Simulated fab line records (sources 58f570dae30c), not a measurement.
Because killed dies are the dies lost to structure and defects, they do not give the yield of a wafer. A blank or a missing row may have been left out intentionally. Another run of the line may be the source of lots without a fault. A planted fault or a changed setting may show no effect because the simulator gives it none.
fab line records / flow berkeley_cmos170
record lots=15 wafers=45 last_day=16
route steps=331 shown PWELL@50 ACTIVE@77 PLDD@149 NSD@193
lots that met no fault: from a run of the same line without faults
start_h: start of the lot's first displayed wafer, in hours after the record's first day / wait_h: hours elapsed since this lot's preceding step / " identical to the entry in the row above / L1.1+2: a row that stands for several wafers / - no value, or no start given / * or withheld: withheld / < > ~ a bound
route shown NAME@n: a module of which the file shows steps, and the number in the route of the first / usual: the fault-free wafers' mean and standard deviation / same: alike in all rows / chamber/n: place in a boat / sites: per-site readings / _std_site: how widely they spread, as a standard deviation / _edge_site: mean of outer sites minus mean of inner sites / radius_mm: how far each site lies from the wafer's centre / mask NAME#n: copy n / behind: the most recent tool/chamber to have shaped the wafer / hold: the reason the lot was held/the length of the hold in hours/how it ended / device: names the non-switching transistor (n, p or np) / end of line: the same wafers' tests at the end of the route / a step without rows: its recipe alone / killed: at the first sort, the dies lost to defects and structure; wafer yield is something else / map: dies across one wafer; x = killed, . = not, _ = none there
set.NAME: the setting the step ran with; set.NAME@STEP: the setting that earlier step ran with / model.NAME: the simulator's own value behind a step, which no gauge read
steps of the route over a sample of lots; a table a step, a row a wafer
services: a tool's chamber out of use, with start hour (start_h, from the record's first day; less than 0 if before it), hours out, and reason
## steps
# step UCB170_PWELL_STRIP_16
# recipe chemistry=O2 power_w=400 pressure_mtorr=3500 platen_temp_c=withheld o2_flow_sccm=400 overash_fraction=0.5
# usual drypump_motor_current_A=5.8/0.5 oes_product_au=0.721/0.0049 strip_time_to_endpoint_s=18.08/0.062
lot.wafer=L283.1 tool=plasma_asher-02 chamber=0 start_h=67.01 wait_h=0.1 drypump_motor_current_A=6.2 oes_product_au=0.731 rf_hours_counter_h=35 strip_time_to_endpoint_s=18.16
lot.wafer=L283.3 tool=plasma_asher-02 chamber=0 start_h=67.01 wait_h=0.1 drypump_motor_current_A=6.2 oes_product_au=0.725 rf_hours_counter_h=- strip_time_to_endpoint_s=18.15
lot.wafer=L283.5 tool=plasma_asher-02 chamber=1 start_h=67.01 wait_h=0.1 drypump_motor_current_A=5.1 oes_product_au=0.721 rf_hours_counter_h=- strip_time_to_endpoint_s=18.23
lot.wafer=L282.1 tool=plasma_asher-01 chamber=1 start_h=67.11 wait_h=0.1 drypump_motor_current_A=6.1 oes_product_au=0.711 rf_hours_counter_h=32 strip_time_to_endpoint_s=18.15
lot.wafer=L282.3 tool=plasma_asher-01 chamber=1 start_h=67.11 wait_h=0.1 drypump_motor_current_A=6.1 oes_product_au=0.723 rf_hours_counter_h=- strip_time_to_endpoint_s=18.21
lot.wafer=L282.6 tool=plasma_asher-01 chamber=0 start_h=67.11 wait_h=0.1 drypump_motor_current_A=6.5 oes_product_au=0.719 rf_hours_counter_h=- strip_time_to_endpoint_s=18.18
lot.wafer=L284.1 tool=plasma_asher-02 chamber=1 start_h=75.28 wait_h=0.1 drypump_motor_current_A=5.1 oes_product_au=0.722 rf_hours_counter_h=36 strip_time_to_endpoint_s=18.02
lot.wafer=L284.5 tool=plasma_asher-02 chamber=1 start_h=75.28 wait_h=0.1 drypump_motor_current_A=5.1 oes_product_au=0.716 rf_hours_counter_h=- strip_time_to_endpoint_s=18.10
lot.wafer=L284.6 tool=plasma_asher-02 chamber=0 start_h=75.28 wait_h=0.1 drypump_motor_current_A=6.2 oes_product_au=0.709 rf_hours_counter_h=- strip_time_to_endpoint_s=18.02
lot.wafer=L286.1 tool=plasma_asher-02 chamber=0 start_h=81.47 wait_h=0.1 drypump_motor_current_A=6.3 oes_product_au=0.723 rf_hours_counter_h=37 strip_time_to_endpoint_s=18.13
lot.wafer=L286.3 tool=plasma_asher-02 chamber=1 start_h=81.47 wait_h=0.1 drypump_motor_current_A=5.1 oes_product_au=0.724 rf_hours_counter_h=- strip_time_to_endpoint_s=18.01
lot.wafer=L286.5 tool=plasma_asher-02 chamber=1 start_h=81.47 wait_h=0.1 drypump_motor_current_A=5.1 oes_product_au=0.725 rf_hours_counter_h=- strip_time_to_endpoint_s=18.10
lot.wafer=L287.1 tool=plasma_asher-02 chamber=1 start_h=88.11 wait_h=0.1 drypump_motor_current_A=5.1 oes_product_au=0.722 rf_hours_counter_h=38 strip_time_to_endpoint_s=18.03
lot.wafer=L287.2 tool=plasma_asher-02 chamber=0 start_h=88.11 wait_h=0.1 drypump_motor_current_A=6.2 oes_product_au=0.729 rf_hours_counter_h=38 strip_time_to_endpoint_s=18.03
lot.wafer=L287.5 tool=plasma_asher-02 chamber=1 start_h=88.11 wait_h=0.1 drypump_motor_current_A=5.1 oes_product_au=0.733 rf_hours_counter_h=- strip_time_to_endpoint_s=18.04
lot.wafer=L288.2 tool=plasma_asher-03 chamber=1 start_h=88.21 wait_h=0.1 drypump_motor_current_A=5.5 oes_product_au=0.726 rf_hours_counter_h=30 strip_time_to_endpoint_s=18.03
lot.wafer=L288.3 tool=plasma_asher-03 chamber=0 start_h=88.21 wait_h=0.1 drypump_motor_current_A=5.7 oes_product_au=0.715 rf_hours_counter_h=- strip_time_to_endpoint_s=18.19
lot.wafer=L288.4 tool=plasma_asher-03 chamber=1 start_h=88.21 wait_h=0.1 drypump_motor_current_A=5.5 oes_product_au=0.718 rf_hours_counter_h=- strip_time_to_endpoint_s=18.12
lot.wafer=L290.2 tool=plasma_asher-01 chamber=1 start_h=100.50 wait_h=0.1 drypump_motor_current_A=6.1 oes_product_au=0.719 rf_hours_counter_h=36 strip_time_to_endpoint_s=18.07
lot.wafer=L290.5 tool=plasma_asher-01 chamber=1 start_h=100.50 wait_h=0.1 drypump_motor_current_A=6.1 oes_product_au=0.716 rf_hours_counter_h=- strip_time_to_endpoint_s=18.12
lot.wafer=L290.6 tool=plasma_asher-01 chamber=0 start_h=100.50 wait_h=0.1 drypump_motor_current_A=6.5 oes_product_au=0.717 rf_hours_counter_h=- strip_time_to_endpoint_s=18.13
lot.wafer=L291.1 tool=plasma_asher-02 chamber=0 start_h=115.72 wait_h=0.1 drypump_motor_current_A=6.2 oes_product_au=0.714 rf_hours_counter_h=41 strip_time_to_endpoint_s=18.10
lot.wafer=L291.2 tool=plasma_asher-02 chamber=1 start_h=115.72 wait_h=0.1 drypump_motor_current_A=5.0 oes_product_au=0.729 rf_hours_counter_h=41 strip_time_to_endpoint_s=18.07
lot.wafer=L291.6 tool=plasma_asher-02 chamber=1 start_h=115.72 wait_h=0.1 drypump_motor_current_A=5.1 oes_product_au=0.724 rf_hours_counter_h=- strip_time_to_endpoint_s=18.02
lot.wafer=L294.1 tool=plasma_asher-02 chamber=0 start_h=125.36 wait_h=0.1 drypump_motor_current_A=6.3 oes_product_au=0.722 rf_hours_counter_h=42 strip_time_to_endpoint_s=18.06
lot.wafer=L294.2 tool=plasma_asher-02 chamber=1 start_h=125.36 wait_h=0.1 drypump_motor_current_A=5.1 oes_product_au=0.727 rf_hours_counter_h=42 strip_time_to_endpoint_s=18.14
lot.wafer=L294.4 tool=plasma_asher-02 chamber=1 start_h=125.36 wait_h=0.1 drypump_motor_current_A=5.1 oes_product_au=0.733 rf_hours_counter_h=- strip_time_to_endpoint_s=18.11
lot.wafer=L297.2 tool=plasma_asher-01 chamber=0 start_h=139.43 wait_h=0.1 drypump_motor_current_A=6.5 oes_product_au=0.711 rf_hours_counter_h=2 strip_time_to_endpoint_s=18.00
lot.wafer=L297.4 tool=plasma_asher-01 chamber=0 start_h=139.43 wait_h=0.1 drypump_motor_current_A=6.5 oes_product_au=0.731 rf_hours_counter_h=- strip_time_to_endpoint_s=18.07
lot.wafer=L297.5 tool=plasma_asher-01 chamber=1 start_h=139.43 wait_h=0.1 drypump_motor_current_A=6.1 oes_product_au=0.720 rf_hours_counter_h=- strip_time_to_endpoint_s=17.99
lot.wafer=L300.1 tool=plasma_asher-03 chamber=1 start_h=154.52 wait_h=0.1 drypump_motor_current_A=5.5 oes_product_au=0.718 rf_hours_counter_h=36 strip_time_to_endpoint_s=17.97
lot.wafer=L300.2 tool=plasma_asher-03 chamber=0 start_h=154.52 wait_h=0.1 drypump_motor_current_A=5.7 oes_product_au=0.714 rf_hours_counter_h=36 strip_time_to_endpoint_s=18.04
lot.wafer=L300.6 tool=plasma_asher-03 chamber=1 start_h=154.52 wait_h=0.1 drypump_motor_current_A=5.5 oes_product_au=0.716 rf_hours_counter_h=- strip_time_to_endpoint_s=18.14
lot.wafer=L299.1 tool=plasma_asher-02 chamber=1 start_h=154.79 wait_h=0.1 drypump_motor_current_A=5.1 oes_product_au=0.719 rf_hours_counter_h=45 strip_time_to_endpoint_s=18.13
lot.wafer=L299.2 tool=plasma_asher-02 chamber=0 start_h=154.79 wait_h=0.1 drypump_motor_current_A=6.2 oes_product_au=0.720 rf_hours_counter_h=45 strip_time_to_endpoint_s=18.08
lot.wafer=L299.5 tool=plasma_asher-02 chamber=1 start_h=154.79 wait_h=0.1 drypump_motor_current_A=5.1 oes_product_au=0.719 rf_hours_counter_h=- strip_time_to_endpoint_s=18.12
lot.wafer=L302.1 tool=plasma_asher-03 chamber=1 start_h=161.30 wait_h=0.1 drypump_motor_current_A=5.5 oes_product_au=0.724 rf_hours_counter_h=37 strip_time_to_endpoint_s=18.03
lot.wafer=L302.3 tool=plasma_asher-03 chamber=1 start_h=161.30 wait_h=0.1 drypump_motor_current_A=5.5 oes_product_au=0.721 rf_hours_counter_h=- strip_time_to_endpoint_s=18.11
lot.wafer=L302.6 tool=plasma_asher-03 chamber=0 start_h=161.30 wait_h=0.1 drypump_motor_current_A=5.7 oes_product_au=0.721 rf_hours_counter_h=- strip_time_to_endpoint_s=18.03
lot.wafer=L303.3 tool=plasma_asher-03 chamber=1 start_h=165.48 wait_h=0.1 drypump_motor_current_A=5.5 oes_product_au=0.727 rf_hours_counter_h=- strip_time_to_endpoint_s=18.15
lot.wafer=L303.4 tool=plasma_asher-03 chamber=0 start_h=165.48 wait_h=0.1 drypump_motor_current_A=5.7 oes_product_au=0.721 rf_hours_counter_h=- strip_time_to_endpoint_s=18.12
lot.wafer=L303.6 tool=plasma_asher-03 chamber=0 start_h=165.48 wait_h=0.1 drypump_motor_current_A=5.7 oes_product_au=0.722 rf_hours_counter_h=- strip_time_to_endpoint_s=18.14
lot.wafer=L304.1 tool=plasma_asher-01 chamber=1 start_h=182.23 wait_h=0.1 drypump_motor_current_A=6.1 oes_product_au=0.734 rf_hours_counter_h=6 strip_time_to_endpoint_s=18.17
lot.wafer=L304.3 tool=plasma_asher-01 chamber=0 start_h=182.23 wait_h=0.1 drypump_motor_current_A=6.5 oes_product_au=0.723 rf_hours_counter_h=- strip_time_to_endpoint_s=17.99
lot.wafer=L304.5 tool=plasma_asher-01 chamber=1 start_h=182.23 wait_h=0.1 drypump_motor_current_A=6.1 oes_product_au=0.718 rf_hours_counter_h=- strip_time_to_endpoint_s=18.07
# step UCB170_ACTIVE_CD_MEAS_90
# recipe target_cd_nm=1200
# usual cd_nm=1200.1/1.4
lot.wafer=L283.1 tool=cd_sem-02 chamber=- start_h=100.21 wait_h=0.1 cd_nm=1200.4
lot.wafer=L283.3 tool=cd_sem-02 chamber=- start_h=100.21 wait_h=0.1 cd_nm=1199.5
lot.wafer=L283.5 tool=cd_sem-02 chamber=- start_h=100.21 wait_h=0.1 cd_nm=1200.9
lot.wafer=L282.1 tool=cd_sem-02 chamber=- start_h=100.59 wait_h=0.1 cd_nm=1199.8
lot.wafer=L282.3 tool=cd_sem-02 chamber=- start_h=100.59 wait_h=0.1 cd_nm=1200.4
lot.wafer=L282.6 tool=cd_sem-02 chamber=- start_h=100.59 wait_h=0.1 cd_nm=1200.2
lot.wafer=L284.1 tool=cd_sem-02 chamber=- start_h=108.65 wait_h=0.1 cd_nm=1200.3
lot.wafer=L284.5 tool=cd_sem-02 chamber=- start_h=108.65 wait_h=0.1 cd_nm=1198.4
lot.wafer=L284.6 tool=cd_sem-02 chamber=- start_h=108.65 wait_h=0.1 cd_nm=1199.9
lot.wafer=L286.1 tool=cd_sem-02 chamber=- start_h=116.86 wait_h=0.1 cd_nm=1202.5
lot.wafer=L286.3 tool=cd_sem-02 chamber=- start_h=116.86 wait_h=0.1 cd_nm=1201.6
lot.wafer=L286.5 tool=cd_sem-02 chamber=- start_h=116.86 wait_h=0.1 cd_nm=1203.3
lot.wafer=L288.2 tool=cd_sem-02 chamber=- start_h=124.90 wait_h=0.1 cd_nm=1199.1
lot.wafer=L288.3 tool=cd_sem-02 chamber=- start_h=124.90 wait_h=0.1 cd_nm=1198.9
lot.wafer=L288.4 tool=cd_sem-02 chamber=- start_h=124.90 wait_h=0.1 cd_nm=1200.5
lot.wafer=L287.1 tool=cd_sem-01 chamber=- start_h=125.16 wait_h=0.1 cd_nm=1201.3
lot.wafer=L287.2 tool=cd_sem-01 chamber=- start_h=125.16 wait_h=0.1 cd_nm=1203.0
lot.wafer=L287.5 tool=cd_sem-01 chamber=- start_h=125.16 wait_h=0.1 cd_nm=1201.9
lot.wafer=L290.2 tool=cd_sem-02 chamber=- start_h=134.62 wait_h=0.1 cd_nm=1196.9
lot.wafer=L290.5 tool=cd_sem-02 chamber=- start_h=134.62 wait_h=0.1 cd_nm=1198.6
lot.wafer=L290.6 tool=cd_sem-02 chamber=- start_h=134.62 wait_h=0.1 cd_nm=1198.3
lot.wafer=L291.1 tool=cd_sem-02 chamber=- start_h=153.60 wait_h=0.1 cd_nm=1200.8
lot.wafer=L291.2 tool=cd_sem-02 chamber=- start_h=153.60 wait_h=0.1 cd_nm=1201.4
lot.wafer=L291.6 tool=cd_sem-02 chamber=- start_h=153.60 wait_h=0.1 cd_nm=1200.4
lot.wafer=L294.1 tool=cd_sem-01 chamber=- start_h=163.86 wait_h=0.1 cd_nm=1198.2
lot.wafer=L294.2 tool=cd_sem-01 chamber=- start_h=163.86 wait_h=0.1 cd_nm=1198.3
lot.wafer=L294.4 tool=cd_sem-01 chamber=- start_h=163.86 wait_h=0.1 cd_nm=1199.4
lot.wafer=L297.2 tool=cd_sem-02 chamber=- start_h=170.94 wait_h=0.1 cd_nm=1199.9
lot.wafer=L297.4 tool=cd_sem-02 chamber=- start_h=170.94 wait_h=0.1 cd_nm=1201.5
lot.wafer=L297.5 tool=cd_sem-02 chamber=- start_h=170.94 wait_h=0.1 cd_nm=1199.8
lot.wafer=L300.1 tool=cd_sem-02 chamber=- start_h=187.19 wait_h=0.1 cd_nm=1201.0
lot.wafer=L300.2 tool=cd_sem-02 chamber=- start_h=187.19 wait_h=0.1 cd_nm=1200.4
lot.wafer=L300.6 tool=cd_sem-02 chamber=- start_h=187.19 wait_h=0.1 cd_nm=1200.9
lot.wafer=L299.1 tool=cd_sem-01 chamber=- start_h=187.30 wait_h=0.1 cd_nm=1199.1
lot.wafer=L299.2 tool=cd_sem-01 chamber=- start_h=187.30 wait_h=0.1 cd_nm=1199.6
lot.wafer=L299.5 tool=cd_sem-01 chamber=- start_h=187.30 wait_h=0.1 cd_nm=1199.0
lot.wafer=L302.1 tool=cd_sem-02 chamber=- start_h=197.84 wait_h=0.1 cd_nm=1202.6
lot.wafer=L302.3 tool=cd_sem-02 chamber=- start_h=197.84 wait_h=0.1 cd_nm=1203.6
lot.wafer=L302.6 tool=cd_sem-02 chamber=- start_h=197.84 wait_h=0.1 cd_nm=1203.3
lot.wafer=L303.3 tool=cd_sem-01 chamber=- start_h=197.84 wait_h=0.1 cd_nm=1199.0
lot.wafer=L303.4 tool=cd_sem-01 chamber=- start_h=197.84 wait_h=0.1 cd_nm=1200.0
lot.wafer=L303.6 tool=cd_sem-01 chamber=- start_h=197.84 wait_h=0.1 cd_nm=1200.2
lot.wafer=L304.1 tool=cd_sem-01 chamber=- start_h=220.89 wait_h=0.1 cd_nm=1200.7
lot.wafer=L304.3 tool=cd_sem-01 chamber=- start_h=220.89 wait_h=0.1 cd_nm=1201.4
lot.wafer=L304.5 tool=cd_sem-01 chamber=- start_h=220.89 wait_h=0.1 cd_nm=1202.0
# step UCB170_PLDD_PEB_04
# recipe peb_temp_c=130 peb_time_s=withheld resist=KrF
# usual chill_plate_temp_C=23.00/0.091 exhaust_pa=45.0/0.87 heater_power_total_W=56.80/0.048
lot.wafer=L282.1 tool=litho_track-01 chamber=0 start_h=161.07 wait_h=0.5 chill_plate_temp_C=22.90 exhaust_pa=45.6 heater_power_total_W=56.69
lot.wafer=L282.3 tool=litho_track-01 chamber=0 start_h=161.07 wait_h=0.5 chill_plate_temp_C=23.06 exhaust_pa=45.7 heater_power_total_W=56.75
lot.wafer=L282.6 tool=litho_track-01 chamber=0 start_h=161.07 wait_h=0.5 chill_plate_temp_C=22.91 exhaust_pa=44.9 heater_power_total_W=56.85
lot.wafer=L283.1 tool=litho_track-04 chamber=0 start_h=161.29 wait_h=0.6 chill_plate_temp_C=23.04 exhaust_pa=45.9 heater_power_total_W=56.80
lot.wafer=L283.3 tool=litho_track-04 chamber=0 start_h=161.29 wait_h=0.6 chill_plate_temp_C=23.06 exhaust_pa=45.7 heater_power_total_W=56.81
lot.wafer=L283.5 tool=litho_track-04 chamber=0 start_h=161.29 wait_h=0.6 chill_plate_temp_C=22.93 exhaust_pa=45.4 heater_power_total_W=56.91
lot.wafer=L284.1 tool=litho_track-04 chamber=0 start_h=168.28 wait_h=0.1 chill_plate_temp_C=23.12 exhaust_pa=46.3 heater_power_total_W=56.84
lot.wafer=L284.5 tool=litho_track-04 chamber=0 start_h=168.28 wait_h=0.1 chill_plate_temp_C=23.00 exhaust_pa=45.6 heater_power_total_W=56.80
lot.wafer=L284.6 tool=litho_track-04 chamber=0 start_h=168.28 wait_h=0.1 chill_plate_temp_C=23.12 exhaust_pa=45.8 heater_power_total_W=56.82
lot.wafer=L286.1 tool=litho_track-02 chamber=0 start_h=181.51 wait_h=0.6 chill_plate_temp_C=22.86 exhaust_pa=46.7 heater_power_total_W=56.75
lot.wafer=L286.3 tool=litho_track-02 chamber=0 start_h=181.51 wait_h=0.6 chill_plate_temp_C=23.02 exhaust_pa=45.7 heater_power_total_W=56.83
lot.wafer=L286.5 tool=litho_track-02 chamber=0 start_h=181.51 wait_h=0.6 chill_plate_temp_C=23.02 exhaust_pa=44.6 heater_power_total_W=56.76
lot.wafer=L287.1 tool=litho_track-01 chamber=0 start_h=191.11 wait_h=0.4 chill_plate_temp_C=23.00 exhaust_pa=44.0 heater_power_total_W=56.84
lot.wafer=L287.2 tool=litho_track-01 chamber=0 start_h=191.11 wait_h=0.4 chill_plate_temp_C=22.99 exhaust_pa=45.6 heater_power_total_W=56.70
lot.wafer=L287.5 tool=litho_track-01 chamber=0 start_h=191.11 wait_h=0.4 chill_plate_temp_C=22.94 exhaust_pa=46.6 heater_power_total_W=56.85
lot.wafer=L288.2 tool=litho_track-04 chamber=0 start_h=191.13 wait_h=0.3 chill_plate_temp_C=23.00 exhaust_pa=44.9 heater_power_total_W=56.85
lot.wafer=L288.3 tool=litho_track-04 chamber=0 start_h=191.13 wait_h=0.3 chill_plate_temp_C=23.01 exhaust_pa=44.2 heater_power_total_W=56.85
lot.wafer=L288.4 tool=litho_track-04 chamber=0 start_h=191.13 wait_h=0.3 chill_plate_temp_C=22.97 exhaust_pa=44.0 heater_power_total_W=56.77
lot.wafer=L290.2 tool=litho_track-01 chamber=0 start_h=197.32 wait_h=0.1 chill_plate_temp_C=22.99 exhaust_pa=46.1 heater_power_total_W=56.76
lot.wafer=L290.5 tool=litho_track-01 chamber=0 start_h=197.32 wait_h=0.1 chill_plate_temp_C=23.09 exhaust_pa=45.8 heater_power_total_W=56.79
lot.wafer=L290.6 tool=litho_track-01 chamber=0 start_h=197.32 wait_h=0.1 chill_plate_temp_C=23.08 exhaust_pa=46.1 heater_power_total_W=56.87
lot.wafer=L291.1 tool=litho_track-04 chamber=0 start_h=208.04 wait_h=0.1 chill_plate_temp_C=23.07 exhaust_pa=43.5 heater_power_total_W=56.79
lot.wafer=L291.2 tool=litho_track-04 chamber=0 start_h=208.04 wait_h=0.1 chill_plate_temp_C=23.04 exhaust_pa=43.6 heater_power_total_W=56.68
lot.wafer=L291.6 tool=litho_track-04 chamber=0 start_h=208.04 wait_h=0.1 chill_plate_temp_C=22.86 exhaust_pa=44.2 heater_power_total_W=56.81
lot.wafer=L294.1 tool=litho_track-04 chamber=- start_h=222.43 wait_h=0.1 chill_plate_temp_C=- exhaust_pa=- heater_power_total_W=-
lot.wafer=L294.2 tool=litho_track-04 chamber=- start_h=222.43 wait_h=0.1 chill_plate_temp_C=- exhaust_pa=- heater_power_total_W=-
lot.wafer=L294.4 tool=litho_track-04 chamber=- start_h=222.43 wait_h=0.1 chill_plate_temp_C=- exhaust_pa=- heater_power_total_W=-
lot.wafer=L297.2 tool=litho_track-01 chamber=- start_h=222.69 wait_h=0.1 chill_plate_temp_C=- exhaust_pa=- heater_power_total_W=-
lot.wafer=L297.4 tool=litho_track-01 chamber=- start_h=222.69 wait_h=0.1 chill_plate_temp_C=- exhaust_pa=- heater_power_total_W=-
lot.wafer=L297.5 tool=litho_track-01 chamber=- start_h=222.69 wait_h=0.1 chill_plate_temp_C=- exhaust_pa=- heater_power_total_W=-
lot.wafer=L300.1 tool=litho_track-01 chamber=- start_h=244.96 wait_h=0.1 chill_plate_temp_C=- exhaust_pa=- heater_power_total_W=-
lot.wafer=L300.2 tool=litho_track-01 chamber=- start_h=244.96 wait_h=0.1 chill_plate_temp_C=- exhaust_pa=- heater_power_total_W=-
lot.wafer=L300.6 tool=litho_track-01 chamber=- start_h=244.96 wait_h=0.1 chill_plate_temp_C=- exhaust_pa=- heater_power_total_W=-
lot.wafer=L299.1 tool=litho_track-04 chamber=0 start_h=245.58 wait_h=0.1 chill_plate_temp_C=22.83 exhaust_pa=44.1 heater_power_total_W=56.77
lot.wafer=L299.2 tool=litho_track-04 chamber=0 start_h=245.58 wait_h=0.1 chill_plate_temp_C=23.00 exhaust_pa=45.4 heater_power_total_W=56.76
lot.wafer=L299.5 tool=litho_track-04 chamber=0 start_h=245.58 wait_h=0.1 chill_plate_temp_C=22.83 exhaust_pa=45.4 heater_power_total_W=56.78
lot.wafer=L302.1 tool=litho_track-04 chamber=0 start_h=255.56 wait_h=0.1 chill_plate_temp_C=22.96 exhaust_pa=43.0 heater_power_total_W=56.82
lot.wafer=L302.3 tool=litho_track-04 chamber=0 start_h=255.56 wait_h=0.1 chill_plate_temp_C=23.16 exhaust_pa=44.8 heater_power_total_W=56.80
lot.wafer=L302.6 tool=litho_track-04 chamber=0 start_h=255.56 wait_h=0.1 chill_plate_temp_C=23.10 exhaust_pa=44.2 heater_power_total_W=56.80
lot.wafer=L303.3 tool=litho_track-04 chamber=0 start_h=256.01 wait_h=0.1 chill_plate_temp_C=23.08 exhaust_pa=45.1 heater_power_total_W=56.78
lot.wafer=L303.4 tool=litho_track-04 chamber=0 start_h=256.01 wait_h=0.1 chill_plate_temp_C=23.00 exhaust_pa=45.6 heater_power_total_W=56.83
lot.wafer=L303.6 tool=litho_track-04 chamber=0 start_h=256.01 wait_h=0.1 chill_plate_temp_C=23.17 exhaust_pa=44.8 heater_power_total_W=56.87
lot.wafer=L304.1 tool=litho_track-04 chamber=0 start_h=274.75 wait_h=0.1 chill_plate_temp_C=22.83 exhaust_pa=45.2 heater_power_total_W=56.79
lot.wafer=L304.3 tool=litho_track-04 chamber=0 start_h=274.75 wait_h=0.1 chill_plate_temp_C=22.95 exhaust_pa=45.6 heater_power_total_W=56.70
lot.wafer=L304.5 tool=litho_track-04 chamber=0 start_h=274.75 wait_h=0.1 chill_plate_temp_C=22.90 exhaust_pa=45.2 heater_power_total_W=56.84
# step UCB170_NSD_CD_MEAS_06
# recipe target_cd_nm=1200
# usual cd_nm=1200.3/1.3
lot.wafer=L282.1 tool=cd_sem-01 chamber=- start_h=179.85 wait_h=- cd_nm=1201.6
lot.wafer=L282.3 tool=cd_sem-01 chamber=- start_h=179.85 wait_h=- cd_nm=1201.6
lot.wafer=L282.6 tool=cd_sem-01 chamber=- start_h=179.85 wait_h=- cd_nm=1202.3
lot.wafer=L284.1 tool=cd_sem-02 chamber=- start_h=180.12 wait_h=- cd_nm=1199.4
lot.wafer=L284.5 tool=cd_sem-02 chamber=- start_h=180.12 wait_h=- cd_nm=1198.1
lot.wafer=L284.6 tool=cd_sem-02 chamber=- start_h=180.12 wait_h=- cd_nm=1199.8
lot.wafer=L283.1 tool=cd_sem-01 chamber=- start_h=180.28 wait_h=- cd_nm=1200.7
lot.wafer=L283.3 tool=cd_sem-01 chamber=- start_h=180.28 wait_h=- cd_nm=1200.0
lot.wafer=L283.5 tool=cd_sem-01 chamber=- start_h=180.28 wait_h=- cd_nm=1200.8
lot.wafer=L286.1 tool=cd_sem-01 chamber=- start_h=195.12 wait_h=- cd_nm=1199.7
lot.wafer=L286.3 tool=cd_sem-01 chamber=- start_h=195.12 wait_h=- cd_nm=1200.5
lot.wafer=L286.5 tool=cd_sem-01 chamber=- start_h=195.12 wait_h=- cd_nm=1200.6
lot.wafer=L287.1 tool=cd_sem-01 chamber=- start_h=204.14 wait_h=- cd_nm=1201.2
lot.wafer=L287.2 tool=cd_sem-01 chamber=- start_h=204.14 wait_h=- cd_nm=1200.2
lot.wafer=L287.5 tool=cd_sem-01 chamber=- start_h=204.14 wait_h=- cd_nm=1200.4
lot.wafer=L288.2 tool=cd_sem-02 chamber=- start_h=204.43 wait_h=- cd_nm=1199.6
lot.wafer=L288.3 tool=cd_sem-02 chamber=- start_h=204.43 wait_h=- cd_nm=1200.7
lot.wafer=L288.4 tool=cd_sem-02 chamber=- start_h=204.43 wait_h=- cd_nm=1201.4
lot.wafer=L290.2 tool=cd_sem-01 chamber=- start_h=210.51 wait_h=- cd_nm=1199.9
lot.wafer=L290.5 tool=cd_sem-01 chamber=- start_h=210.51 wait_h=- cd_nm=1199.8
lot.wafer=L290.6 tool=cd_sem-01 chamber=- start_h=210.51 wait_h=- cd_nm=1200.8
lot.wafer=L291.1 tool=cd_sem-01 chamber=- start_h=224.86 wait_h=- cd_nm=1200.2
lot.wafer=L291.2 tool=cd_sem-01 chamber=- start_h=224.86 wait_h=- cd_nm=1199.6
lot.wafer=L291.6 tool=cd_sem-01 chamber=- start_h=224.86 wait_h=- cd_nm=1200.3
lot.wafer=L294.1 tool=cd_sem-02 chamber=- start_h=234.70 wait_h=- cd_nm=1201.0
lot.wafer=L294.2 tool=cd_sem-02 chamber=- start_h=234.70 wait_h=- cd_nm=1202.8
lot.wafer=L294.4 tool=cd_sem-02 chamber=- start_h=234.70 wait_h=- cd_nm=1202.0
lot.wafer=L297.2 tool=cd_sem-01 chamber=- start_h=234.93 wait_h=- cd_nm=1201.6
lot.wafer=L297.4 tool=cd_sem-01 chamber=- start_h=234.93 wait_h=- cd_nm=1201.2
lot.wafer=L297.5 tool=cd_sem-01 chamber=- start_h=234.93 wait_h=- cd_nm=1201.5
lot.wafer=L299.1 tool=cd_sem-01 chamber=- start_h=259.90 wait_h=- cd_nm=1198.9
lot.wafer=L299.2 tool=cd_sem-01 chamber=- start_h=259.90 wait_h=- cd_nm=1200.5
lot.wafer=L299.5 tool=cd_sem-01 chamber=- start_h=259.90 wait_h=- cd_nm=1199.8
lot.wafer=L300.1 tool=cd_sem-02 chamber=- start_h=259.99 wait_h=- cd_nm=1200.6
lot.wafer=L300.2 tool=cd_sem-02 chamber=- start_h=259.99 wait_h=- cd_nm=1200.3
lot.wafer=L300.6 tool=cd_sem-02 chamber=- start_h=259.99 wait_h=- cd_nm=1201.9
lot.wafer=L302.1 tool=cd_sem-01 chamber=- start_h=266.80 wait_h=- cd_nm=1200.9
lot.wafer=L302.3 tool=cd_sem-01 chamber=- start_h=266.80 wait_h=- cd_nm=1199.9
lot.wafer=L302.6 tool=cd_sem-01 chamber=- start_h=266.80 wait_h=- cd_nm=1200.0
lot.wafer=L303.3 tool=cd_sem-02 chamber=- start_h=267.08 wait_h=- cd_nm=1199.8
lot.wafer=L303.4 tool=cd_sem-02 chamber=- start_h=267.08 wait_h=- cd_nm=1199.5
lot.wafer=L303.6 tool=cd_sem-02 chamber=- start_h=267.08 wait_h=- cd_nm=1199.3
lot.wafer=L304.1 tool=cd_sem-01 chamber=- start_h=288.16 wait_h=- cd_nm=1199.4
lot.wafer=L304.3 tool=cd_sem-01 chamber=- start_h=288.16 wait_h=- cd_nm=1199.4
lot.wafer=L304.5 tool=cd_sem-01 chamber=- start_h=288.16 wait_h=- cd_nm=1201.4
## services
tool=plasma_asher-01 chamber=- start_h=108.75 hours=9.0 kind=pm
tool=plasma_asher-01 chamber=0 start_h=108.75 hours=9.0 kind=vent_cycle
tool=plasma_asher-01 chamber=1 start_h=108.75 hours=9.0 kind=vent_cycle
tool=plasma_asher-01 chamber=0 start_h=117.75 hours=- kind=clean
tool=plasma_asher-01 chamber=1 start_h=117.75 hours=- kind=clean
tool=plasma_asher-03 chamber=- start_h=142.97 hours=1.3 kind=repair
tool=plasma_asher-01 chamber=- start_h=145.72 hours=2.8 kind=pm
tool=plasma_asher-02 chamber=- start_h=229.99 hours=3.3 kind=repair
tool=plasma_asher-01 chamber=- start_h=241.71 hours=39.7 kind=repair
## key
first_sign step=UCB170_PLDD_PEB_04 reading=tool_record direction=missing
effect none on later readings
met_at UCB170_PLDD_PEB_04
struck_lots L294,L297,L300
sort_left_out L294.1,L294.2,L294.4,L297.2,L297.4,L297.5,L300.1,L300.2,L300.6
tester_left_out L294,L297,L300
not_acting_at UCB170_PWELL_STRIP_16,UCB170_ACTIVE_CD_MEAS_90,UCB170_NSD_CD_MEAS_06
onset_between 208.04 222.43
fault kind=skipped_step_whole tool=litho_track-01,litho_track-04 chamber=- onset_h=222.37 steps=UCB170_PLDD_PEB_04 scope=struck_lots_only
# tester_left_out: of these lots the tester's yield and bins aren't shown, on N5 and GAA mostly nor the transistor test; their killed dies are dies lost to structure and defects alone, not to doping, threshold or leakage, so they don't give the yield
# sort_left_out: the simulated sort isn't trusted on such a fault, so these wafers' sort isn't shown, and their yield isn't known
